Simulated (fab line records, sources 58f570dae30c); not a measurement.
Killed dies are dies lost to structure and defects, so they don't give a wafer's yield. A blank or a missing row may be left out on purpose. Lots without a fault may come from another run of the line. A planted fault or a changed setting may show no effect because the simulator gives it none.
A struck lot beside a sound one | flow berkeley_cmos170 | 14 steps out of a route of 331
Sound: wafers L603.1, L603.5, L603.6. Struck: wafers L610.2, L610.3, L610.6. The cause comes at the end.
At each step with rows: each side's tool, then ch and its chambers, then its first start. Under that, the readings that differ: sound wafers | struck wafers | difference of the means | sigmas: that difference in standard deviations of wafers without a fault.
alike: readings whose means differ by less than 2 such deviations, and words and numbers that are the same on both sides. not compared: withheld readings, readings that some wafer has no value for, bounds like >300 that may hide the same value, and numbers for which the record gives no deviation and whose values overlap.
The two part at a step that has a row with sigmas, a row that says differs or no value, or rows on one side only. Numbers that don't overlap but have no deviation are shown without sigmas and don't part them. A reading that every wafer of one side lacks parts them only if that side has two wafers or more.

first, 3 steps without rows for these wafers: UCB170_NSD_EXPOSE_03 (exposes mask NSELECT MOD, target cd 1200 nm); UCB170_NSD_PEB_04; UCB170_NSD_DEVELOP_05 (develop time 45 s).
UCB170_NSD_CD_MEAS_06: target cd 1200 nm.
  sound on cd_sem-01, day 7 06:49; struck on cd_sem-01, day 8 04:19
  alike: cd_nm
UCB170_NSD_OVL_MEAS_07:
  sound on overlay-01, day 7 06:56; struck on overlay-02, day 8 04:26
  alike: NSD_OVL
then, 1 step without rows for these wafers: UCB170_NSD_IMPLANT_08.
UCB170_NSD_STRIP_09: strips in O2.
  sound on plasma_asher-03 ch 0,1, day 7 07:07; struck on plasma_asher-03 ch 0,1, day 8 04:37
  reading                      | sound             | struck            | difference | sigmas
  strip_time_to_endpoint_s (s) | 35.67 35.68 35.70 | 35.81 35.89 35.82 | +0.16      | +2
  alike: chamber_pressure_mTorr, drypump_motor_current_A, oes_product_au
  not compared: rf_hours_counter_h
UCB170_NSD_TW_MEAS_10:
  sound on film_metro-01, day 7 07:13; struck on film_metro-01, day 8 04:43
  alike: NSD_TW
then, 4 steps without rows for these wafers: UCB170_NSD_CLEAN_11 (cleans in SPM, time 600 s); UCB170_BACKSIDE_HMDS_00 (prime time 60 s); UCB170_BACKSIDE_COAT_01 (resist thk 900 nm); UCB170_BACKSIDE_SOFTBAKE_02 (time 60 s).
UCB170_BACKSIDE_STRIP_03: strips in O2.
  sound on plasma_asher-01 ch 0,1, day 7 08:29; struck on plasma_asher-01 ch 1, day 8 05:51
  no value came back on the struck wafers for chamber_pressure_mTorr (mTorr), drypump_motor_current_A (A), oes_product_au (a.u.), strip_time_to_endpoint_s (s); on the sound wafers chamber_pressure_mTorr (mTorr) reads 3502 3500 3503
  reading                                   | sound | struck            | difference | sigmas
  model.KrF_of_BACKSIDE_COAT_01.thk_nm (nm) | 0 0 0 | 898.3 899.1 900.3 | +899.2     |
  not compared: rf_hours_counter_h
then, 1 step without rows for these wafers: UCB170_BACKSIDE_CLEAN_04 (cleans in SPM, time 600 s).

WHERE THEY PART
First at UCB170_NSD_STRIP_09; last, within this record, at UCB170_BACKSIDE_STRIP_03.

WHY: what the simulator had put in
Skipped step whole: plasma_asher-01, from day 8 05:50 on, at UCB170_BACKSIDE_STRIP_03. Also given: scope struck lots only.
